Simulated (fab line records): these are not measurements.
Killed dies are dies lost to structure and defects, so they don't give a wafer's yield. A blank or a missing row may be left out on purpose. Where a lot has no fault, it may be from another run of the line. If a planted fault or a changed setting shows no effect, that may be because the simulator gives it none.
The tool behind it: which one? :: flow berkeley cmos170 :: Sampling: 13 lots, 39 wafers, 5 of 331 route steps

WHAT THE GAUGES SHOWED, per wafer
UCB170_M2_RS_MEAS_02: a four-point-probe measurement.
lot: L317
measured: day 7 11:23
on: film metro-04
M2_AL_RS (ohm/sq): 0.0328 0.0326 0.0327

lot: L316
measured: day 7 11:38
on: film metro-03
M2_AL_RS (ohm/sq): 0.0313 0.0320 0.0321

lot: L315
measured: day 7 11:51
on: film metro-01
M2_AL_RS (ohm/sq): 0.0316 0.0320 0.0320

lot: L318
measured: day 8 11:28
on: film metro-01
M2_AL_RS (ohm/sq): 0.0322 0.0319 0.0323

lot: L322
measured: day 9 07:25
on: film metro-01
M2_AL_RS (ohm/sq): 0.0316 0.0317 0.0309

lot: L324
measured: day 10 02:50
on: film metro-04
M2_AL_RS (ohm/sq): 0.0329 0.0324 0.0328

lot: L327
measured: day 10 03:13
on: film metro-03
M2_AL_RS (ohm/sq): 0.0325 0.0324 0.0324

lot: L329
measured: day 10 06:35
on: film metro-04
M2_AL_RS (ohm/sq): 0.0327 0.0325 0.0326

lot: L333
measured: day 11 07:29
on: film metro-03
M2_AL_RS (ohm/sq): 0.0317 0.0324 0.0326

lot: L332
measured: day 11 07:44
on: film metro-04
M2_AL_RS (ohm/sq): 0.0323 0.0320 0.0324

lot: L330
measured: day 11 07:57
on: film metro-04
M2_AL_RS (ohm/sq): 0.0324 0.0330 0.0325

lot: L337
measured: day 11 18:26
on: film metro-01
M2_AL_RS (ohm/sq): 0.0323 0.0319 0.0323

lot: L334
measured: day 12 00:11
on: film metro-01
M2_AL_RS (ohm/sq): 0.0326 0.0326 0.0319

UCB170_V2_CD_MEAS_12: the cd target is 700 nm.
lot: L317
measured: day 7 16:02
on: cd sem-01
cd nm (nm): 700.9 700.1 700.0

lot: L316
measured: day 7 16:27
on: cd sem-01
cd nm (nm): 699.7 700.4 699.5

lot: L315
measured: day 7 16:39
on: cd sem-01
cd nm (nm): 698.8 698.8 697.5

lot: L318
measured: day 8 16:33
on: cd sem-02
cd nm (nm): 702.0 702.6 701.3

lot: L322
measured: day 9 12:09
on: cd sem-02
cd nm (nm): 692.1 691.4 690.5

lot: L324
measured: day 10 09:20
on: cd sem-02
cd nm (nm): 689.1 688.3 688.4

lot: L327
measured: day 10 10:05
on: cd sem-01
cd nm (nm): 701.1 699.6 699.6

lot: L329
measured: day 10 15:10
on: cd sem-02
cd nm (nm): 700.8 700.6 700.8

lot: L333
measured: day 11 12:04
on: cd sem-02
cd nm (nm): 699.9 698.7 699.9

lot: L332
measured: day 11 12:11
on: cd sem-01
cd nm (nm): 700.1 700.4 700.6

lot: L330
measured: day 11 12:27
on: cd sem-01
cd nm (nm): 702.5 701.5 702.4

lot: L337
measured: day 12 01:38
on: cd sem-01
cd nm (nm): 701.1 702.4 701.0

lot: L334
measured: day 12 05:31
on: cd sem-01
cd nm (nm): 698.2 699.4 699.0

WHAT TOOL EACH LOT RAN ON (gives the tool, then ch and the chambers of the sampled wafers, and finally the start)
lot: L317
UCB170_M2_SPUTTER_01: pvd sputter-04, day 7 11:17
UCB170_M2_STRIP_19: plasma asher-01 ch 0,1, day 7 13:59
UCB170_V2_SOFTBAKE_08: litho track-03 ch 0, day 7 15:30

lot: L316
UCB170_M2_SPUTTER_01: pvd sputter-03, day 7 11:31
UCB170_M2_STRIP_19: plasma asher-02 ch 0,1, day 7 14:08
UCB170_V2_SOFTBAKE_08: litho track-01 ch 0, day 7 15:47

lot: L315
UCB170_M2_SPUTTER_01: pvd sputter-02, day 7 11:46
UCB170_M2_STRIP_19: plasma asher-03 ch 0, day 7 14:13
UCB170_V2_SOFTBAKE_08: litho track-02 ch 0, day 7 15:49

lot: L318
UCB170_M2_SPUTTER_01: pvd sputter-02, day 8 11:22
UCB170_M2_STRIP_19: plasma asher-03 ch 0,1, day 8 14:23
UCB170_V2_SOFTBAKE_08: litho track-01 ch 0, day 8 16:01

lot: L322
UCB170_M2_SPUTTER_01: pvd sputter-03, day 9 07:16
UCB170_M2_STRIP_19: plasma asher-01 ch 0,1, day 9 09:45
UCB170_V2_SOFTBAKE_08: litho track-01 ch 0, day 9 11:29

lot: L324
UCB170_M2_SPUTTER_01: pvd sputter-02, day 10 02:44
UCB170_M2_STRIP_19: plasma asher-02 ch 0,1, day 10 06:17
UCB170_V2_SOFTBAKE_08: litho track-01 ch 0, day 10 08:13

lot: L327
UCB170_M2_SPUTTER_01: pvd sputter-04, day 10 03:06
UCB170_M2_STRIP_19: plasma asher-02 ch 0,1, day 10 07:10
UCB170_V2_SOFTBAKE_08: litho track-02 ch 0, day 10 08:56

lot: L329
UCB170_M2_SPUTTER_01: pvd sputter-04, day 10 06:28
UCB170_M2_STRIP_19: plasma asher-02 ch 0, day 10 10:20
UCB170_V2_SOFTBAKE_08: litho track-03 ch 0, day 10 13:49

lot: L333
UCB170_M2_SPUTTER_01: pvd sputter-03, day 11 07:23
UCB170_M2_STRIP_19: plasma asher-02 ch 0,1, day 11 09:58
UCB170_V2_SOFTBAKE_08: litho track-03 ch 0, day 11 11:22

lot: L332
UCB170_M2_SPUTTER_01: pvd sputter-04, day 11 07:38
UCB170_M2_STRIP_19: plasma asher-03 ch 0, day 11 10:14
UCB170_V2_SOFTBAKE_08: litho track-02 ch 0, day 11 11:39

lot: L330
UCB170_M2_SPUTTER_01: pvd sputter-02, day 11 07:52
UCB170_M2_STRIP_19: plasma asher-01 ch 0,1, day 11 10:25
UCB170_V2_SOFTBAKE_08: litho track-03 ch 0, day 11 11:49

lot: L337
UCB170_M2_SPUTTER_01: pvd sputter-03, day 11 18:21
UCB170_M2_STRIP_19: plasma asher-02 ch 0, day 11 23:08
UCB170_V2_SOFTBAKE_08: litho track-03 ch 0, day 12 00:58

lot: L334
UCB170_M2_SPUTTER_01: pvd sputter-03, day 12 00:02
UCB170_M2_STRIP_19: plasma asher-03 ch 0,1, day 12 02:42
UCB170_V2_SOFTBAKE_08: litho track-03 ch 0, day 12 04:41
- UCB170_M2_SPUTTER_01: material Al, target thk 900 nm, time 120 s.
- UCB170_M2_STRIP_19: strips in O2.
- UCB170_V2_SOFTBAKE_08: time 60 s.

WHAT THE TOOLS THEMSELVES READ (means of the sampled wafers that have a number; where no wafer has one, the mark that the record gives instead)
UCB170_M2_SPUTTER_01.
lot: L317
tool: pvd sputter-04
cathode dc power W (W): 6000.0
throttle valve pct (%): 30.3

lot: L316
tool: pvd sputter-03
cathode dc power W (W): 6000.7
throttle valve pct (%): 29.9

lot: L315
tool: pvd sputter-02
cathode dc power W (W): 5999.8
throttle valve pct (%): 29.3

lot: L318
tool: pvd sputter-02
cathode dc power W (W): 5999.3
throttle valve pct (%): 29.7

lot: L322
tool: pvd sputter-03
cathode dc power W (W): 5999.0
throttle valve pct (%): 29.1

lot: L324
tool: pvd sputter-02
cathode dc power W (W): 6000.4
throttle valve pct (%): 30.5

lot: L327
tool: pvd sputter-04
cathode dc power W (W): 5998.4
throttle valve pct (%): 28.3

lot: L329
tool: pvd sputter-04
cathode dc power W (W): 6000.8
throttle valve pct (%): 29.3

lot: L333
tool: pvd sputter-03
cathode dc power W (W): 6000.6
throttle valve pct (%): 30.8

lot: L332
tool: pvd sputter-04
cathode dc power W (W): 6000.4
throttle valve pct (%): 30.3

lot: L330
tool: pvd sputter-02
cathode dc power W (W): 6000.1
throttle valve pct (%): 30.5

lot: L337
tool: pvd sputter-03
cathode dc power W (W): 5999.3
throttle valve pct (%): 28.8

lot: L334
tool: pvd sputter-03
cathode dc power W (W): 5999.6
throttle valve pct (%): 30.8

UCB170_M2_STRIP_19.
lot: L317
tool: plasma asher-01
drypump motor current A (A): 5.9
oes product au (a.u.): 0.557

lot: L316
tool: plasma asher-02
drypump motor current A (A): 6.1
oes product au (a.u.): 0.561

lot: L315
tool: plasma asher-03
drypump motor current A (A): 5.2
oes product au (a.u.): 0.564

lot: L318
tool: plasma asher-03
drypump motor current A (A): 5.5
oes product au (a.u.): 0.543

lot: L322
tool: plasma asher-01
drypump motor current A (A): 6.3
oes product au (a.u.): 0.547

lot: L324
tool: plasma asher-02
drypump motor current A (A): 6.2
oes product au (a.u.): 0.536

lot: L327
tool: plasma asher-02
drypump motor current A (A): 6.1
oes product au (a.u.): 0.545

lot: L329
tool: plasma asher-02
drypump motor current A (A): 6.2
oes product au (a.u.): 0.568

lot: L333
tool: plasma asher-02
drypump motor current A (A): 6.0
oes product au (a.u.): 0.554

lot: L332
tool: plasma asher-03
drypump motor current A (A): 5.2
oes product au (a.u.): 0.550

lot: L330
tool: plasma asher-01
drypump motor current A (A): 5.9
oes product au (a.u.): 0.547

lot: L337
tool: plasma asher-02
drypump motor current A (A): 6.2
oes product au (a.u.): 0.536

lot: L334
tool: plasma asher-03
drypump motor current A (A): 5.3
oes product au (a.u.): 0.551

UCB170_V2_SOFTBAKE_08.
lot: L317
tool: litho track-03
heater power total W (W): 56.80
run length s (s): 88.89

lot: L316
tool: litho track-01
heater power total W (W): 56.80
run length s (s): 89.03

lot: L315
tool: litho track-02
heater power total W (W): 56.77
run length s (s): 89.36

lot: L318
tool: litho track-01
heater power total W (W): 56.82
run length s (s): 88.91

lot: L322
tool: litho track-01
heater power total W (W): 69.22
run length s (s): 58.38

lot: L324
tool: litho track-01
heater power total W (W): 69.15
run length s (s): 58.39

lot: L327
tool: litho track-02
heater power total W (W): 56.84
run length s (s): 89.39

lot: L329
tool: litho track-03
heater power total W (W): 56.83
run length s (s): 88.92

lot: L333
tool: litho track-03
heater power total W (W): 56.76
run length s (s): 88.88

lot: L332
tool: litho track-02
heater power total W (W): 56.79
run length s (s): 89.43

lot: L330
tool: litho track-03
heater power total W (W): 56.75
run length s (s): 88.87

lot: L337
tool: litho track-03
heater power total W (W): 56.82
run length s (s): 88.94

lot: L334
tool: litho track-03
heater power total W (W): 56.76
run length s (s): 88.88

THE ANSWER, worked out from the rows above alone
Rule: the lots themselves supply what counts as usual. The widest of any qualifying gaps counts: lots, ordered by their means at a reading, are off when they make up no more than a third of the lots, leave a main group of 4 or more, and stand apart from it by 3 or more times the standard deviation of that group's means. Not used: any main group whose means are identical at the precision the tables above print for the reading. Also off: a lot with no number at a reading for which 4 or more lots have one. Any other lot the step has rows for is counted as sound. First the gauges in route order, then the tools' own readings, where a lot's mean is used as printed above. At the first step where some lot is off, the reading lying furthest off is the one used; lots without a number count as furthest.
Off: L322, L324, at UCB170_V2_CD_MEAS_12 (cd nm). The main group has a mean of 700.3 nm with a standard deviation of 1.1.
A tool fits if, at a process step before that reading, it ran every lot that is off, and no sound lot after the first of them. Not tried: the gauges at UCB170_V2_CD_MEAS_12; whatever is off there is also off at UCB170_V2_SOFTBAKE_08, on other tools, and gauge error can't account for it. One fits: litho track-01 at UCB170_V2_SOFTBAKE_08. A fault onset in the window from L318 (day 8 16:01, its last sound lot) to L322 (day 9 11:29, its first lot off) fits.
The tool's own readings at UCB170_V2_SOFTBAKE_08 bear it out: on the lots that are off they differ by more than 5 times the standard deviation of the sound lots' means. heater power total W reads 69.19 W there against 56.79 W on the sound lots; run length s reads 58.39 s there against 89.05 s on the sound lots.

WHAT WAS PUT IN BY THE SIMULATOR
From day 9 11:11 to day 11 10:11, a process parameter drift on litho track-01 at UCB170_V2_SOFTBAKE_08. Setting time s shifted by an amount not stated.
Shown lots that were struck: L322, L324. The rule above reached the same finding.
